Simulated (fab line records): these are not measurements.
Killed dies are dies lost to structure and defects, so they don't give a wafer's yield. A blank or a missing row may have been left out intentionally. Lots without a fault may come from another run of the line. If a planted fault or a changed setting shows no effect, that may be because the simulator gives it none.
Struck lot and sound lot, side by side    flow ritCmos    29 steps out of a route of 202
Sound: the wafers L466.1, L466.4, L466.6. Wafers struck: L471.1, L471.2, L471.3. The cause is named last.
At each step with rows: each side's tool, then ch and its chambers, then its first start. Under that, the readings that differ: sound wafers    struck wafers    difference of the means    sigmas: that difference in standard deviations of wafers without a fault.
alike: same words and numbers on both sides, and readings whose means sit less than 2 such deviations apart. not compared: any withheld reading, any reading some wafer has no value for, any bound like >300 that may hide the same value, and any number with overlapping values for which the record gives no deviation.
Wherever a step has rows on one side only, a row that says differs or no value, or a row with sigmas, the two part there. Numbers that have no deviation but don't overlap get no sigmas and don't part them. Lack of a reading on every wafer of one side parts them only where that side has two or more wafers.

RIT_FOX2_THK_MEAS_01:
  sound on filmMetro-02, day 2 20:52; struck on filmMetro-01, day 3 21:44
  alike: FOX2_OXIDE_THK
then, 2 steps without rows for these wafers: RIT_FOX2_CLEAN_02 (cleans in dHF, time 180 s); RIT_FOX2_WET_ETCH_03 (etches Si3N4 in H3PO4, target depth 195 nm, time 2700 s).
RIT_FOX2_THK_MEAS_90:
  sound on filmMetro-04, day 2 21:48; struck on filmMetro-02, day 3 22:37
  alike: FIELD_OXIDE_LEFT_1_THK
then, 6 steps without rows for these wafers: RIT_NWELL_HMDS_00 (prime time 60 s); RIT_NWELL_COAT_01 (resist thk 1300 nm); RIT_NWELL_SOFTBAKE_02 (time 60 s); RIT_NWELL_EXPOSE_03 (exposes mask M2, target cd 43900 nm); RIT_NWELL_PEB_04; RIT_NWELL_DEVELOP_05 (develop time 68 s).
RIT_NWELL_OVL_MEAS_06:
  sound on overlay-02, day 2 22:52; struck on overlay-01, day 3 23:48
  alike: NWELL_OVL
then, 1 step without rows for these wafers: RIT_NWELL_HARDBAKE_07 (time 120 s).
RIT_NWELL_IMPLANT_08:
  sound on implanter-02 ch 0, day 2 23:09; struck on implanter-02 ch 0, day 4 00:05
reading           sound                          struck                         difference  sigmas
doseIonsCm2       4.989e+13 4.995e+13 4.993e+13  5.796e+13 5.797e+13 5.799e+13  +8.050e+12  +99 or more
faradayCurrentUA  156 160 154                    174 184 188                    +25         +7
  alike: beamOnS
RIT_NWELL_STRIP_09: strips in O2, time 180 s.
  sound on plasmaAsher-01 ch 0,1, day 2 23:18; struck on plasmaAsher-01 ch 0,1, day 4 00:14
  alike: drypumpMotorCurrentA
  not compared: rfHoursCounterH
RIT_NWELL_TW_MEAS_10:
  sound on filmMetro-01, day 2 23:29; struck on filmMetro-01, day 4 00:38
reading   sound           struck          difference  sigmas
NWELL_TW  2118 2131 2126  2227 2216 2218  +95         +9
  not compared: hold
then, 5 steps without rows for these wafers: RIT_PWELL_COAT_01 (resist thk 1300 nm); RIT_PWELL_SOFTBAKE_02 (time 60 s); RIT_PWELL_EXPOSE_03 (exposes mask M3, target cd 43700 nm); RIT_PWELL_PEB_04; RIT_PWELL_DEVELOP_05 (develop time 68 s).
RIT_PWELL_OVL_MEAS_06:
  sound on overlay-02, day 3 00:35; struck on overlay-01, day 4 04:06
  alike: PWELL_OVL
then, 2 steps without rows for these wafers: RIT_PWELL_HARDBAKE_07 (time 120 s); RIT_PWELL_IMPLANT_08.
RIT_PWELL_STRIP_09: strips in O2, time 180 s.
  sound on plasmaAsher-04 ch 0,1, day 3 01:01; struck on plasmaAsher-02 ch 0,1, day 4 04:56
  alike: drypumpMotorCurrentA
  not compared: rfHoursCounterH
RIT_PWELL_TW_MEAS_10:
  sound on filmMetro-04, day 3 01:12; struck on filmMetro-03, day 4 05:06
  alike: PWELL_TW
then, 1 step without rows for these wafers: RIT_WELLDRIVE_ANNEAL_00 (time 14700 s).
RIT_WELLDRIVE_RS_MEAS_01: the measuring method here is four-point-probe.
  sound on filmMetro-03, day 3 07:16; struck on filmMetro-04, day 4 10:35
reading            sound              struck             difference  sigmas
NWELL_RS (ohm/sq)  275.9 275.3 275.5  253.3 252.9 252.9  -22.5       -33
  not compared: hold
RIT_WELLDRIVE_RS_MEAS_02: the measuring method here is four-point-probe.
  sound on filmMetro-03, day 3 07:23; struck on filmMetro-04, day 4 13:07
reading  sound  struck                                                                   difference                    sigmas
hold     - - -  awaitDispo/2.4h/release awaitDispo/2.4h/release awaitDispo/2.4h/release  no value on the sound wafers  
  alike: PWELL_RS
RIT_M1_PROBE_99:
  sound on prober-02, day 4 14:23; struck on prober-02, day 5 22:24
reading             sound  struck  difference  sigmas
killed_at_M0_to_M3  0 0 0  0 0 1   +0          +4
  alike: killedAtContacts, killedAtFrontEnd, killedDies, killedOpen, killedShort

== WHERE THEY PART ==
Earliest at RIT_NWELL_IMPLANT_08; latest, in this record, at RIT_M1_PROBE_99.

WHY: what had been put in by the simulator
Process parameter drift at RIT_NWELL_IMPLANT_08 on implanter-02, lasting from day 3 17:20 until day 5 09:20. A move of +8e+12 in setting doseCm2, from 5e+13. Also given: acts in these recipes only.
